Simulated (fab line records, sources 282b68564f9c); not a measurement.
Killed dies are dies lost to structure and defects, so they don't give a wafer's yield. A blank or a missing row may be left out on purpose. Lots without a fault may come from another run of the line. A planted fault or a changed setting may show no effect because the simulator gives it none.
Which tool did it? | flow rit_cmos | 7 lots, 21 wafers sampled, at 3 steps of a route of 202

WHAT THE GAUGES READ, wafer by wafer
RIT_PSD_TW_MEAS_10.
lot  | measured    | on            | PSD_TW
L985 | day 3 07:38 | film_metro-01 | 3398 3401 3404
L992 | day 4 21:11 | film_metro-04 | 3120 3124 3117
L998 | day 6 00:10 | film_metro-04 | 3437 3439 3436
L100 | day 6 11:23 | film_metro-01 | 3458 3456 3451
L102 | day 7 01:19 | film_metro-04 | 3436 3418 3420
L104 | day 7 14:55 | film_metro-01 | 3403 3418 3405
L106 | day 8 00:45 | film_metro-01 | 3387 3384 3396

WHICH TOOL RAN EACH LOT (tool, then ch and the chambers of the sampled wafers, then the start)
lot  | RIT_SPACER_ETCHBACK_05            | RIT_PSD_IMPLANT_08
L985 | rie_diel-03 ch 1,2,3, day 3 04:29 | implanter-04 ch 0, day 3 07:19
L992 | rie_diel-04 ch 0,2,3, day 4 18:06 | implanter-02 ch 0, day 4 20:53
L998 | rie_diel-02 ch 0,1,3, day 5 21:07 | implanter-01 ch 0, day 5 23:51
L100 | rie_diel-02 ch 0,3, day 6 08:13   | implanter-04 ch 0, day 6 11:04
L102 | rie_diel-02 ch 1,3, day 6 22:15   | implanter-04 ch 0, day 7 01:01
L104 | rie_diel-03 ch 1,3, day 7 11:50   | implanter-01 ch 0, day 7 14:37
L106 | rie_diel-04 ch 0,3, day 7 21:34   | implanter-01 ch 0, day 8 00:25
- RIT_SPACER_ETCHBACK_05: etches Si3N4 in SF6/CHF3, stops on SiO2, target depth 250 nm, time 240 s.
- RIT_PSD_IMPLANT_08

THE ANSWER, worked out from the rows above alone
Rule: what is usual is taken from the lots themselves. Put in order of their means at a reading, lots are off if they are a third of the lots or fewer, leave a main group of 4 or more, and stand apart from it by a gap of 3 or more times the standard deviation of the main group's means; of several such gaps the widest counts. A main group whose means are all the same, to the digits that the tables above print for the reading, isn't used. A lot without any number at a reading at which 4 lots or more have one is off too. The other lots that the step has rows for count as sound.
Off: L992, at RIT_PSD_TW_MEAS_10 (PSD_TW). The main group: mean 3419, standard deviation 22.
A tool fits if, at a process step before that reading, it ran every lot that is off, and no sound lot after the first of them. The gauges at RIT_PSD_TW_MEAS_10 are tried like those tools. One fits: implanter-02 at RIT_PSD_IMPLANT_08. It ran no sound lot before its first lot that is off in this sample, so the start can't be narrowed down.

WHAT THE SIMULATOR HAD PUT IN
Process parameter drift: implanter-02, from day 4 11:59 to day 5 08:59, at RIT_PSD_IMPLANT_08. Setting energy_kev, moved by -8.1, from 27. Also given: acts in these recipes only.
Lots struck among those shown: L992. The rule above found the same.
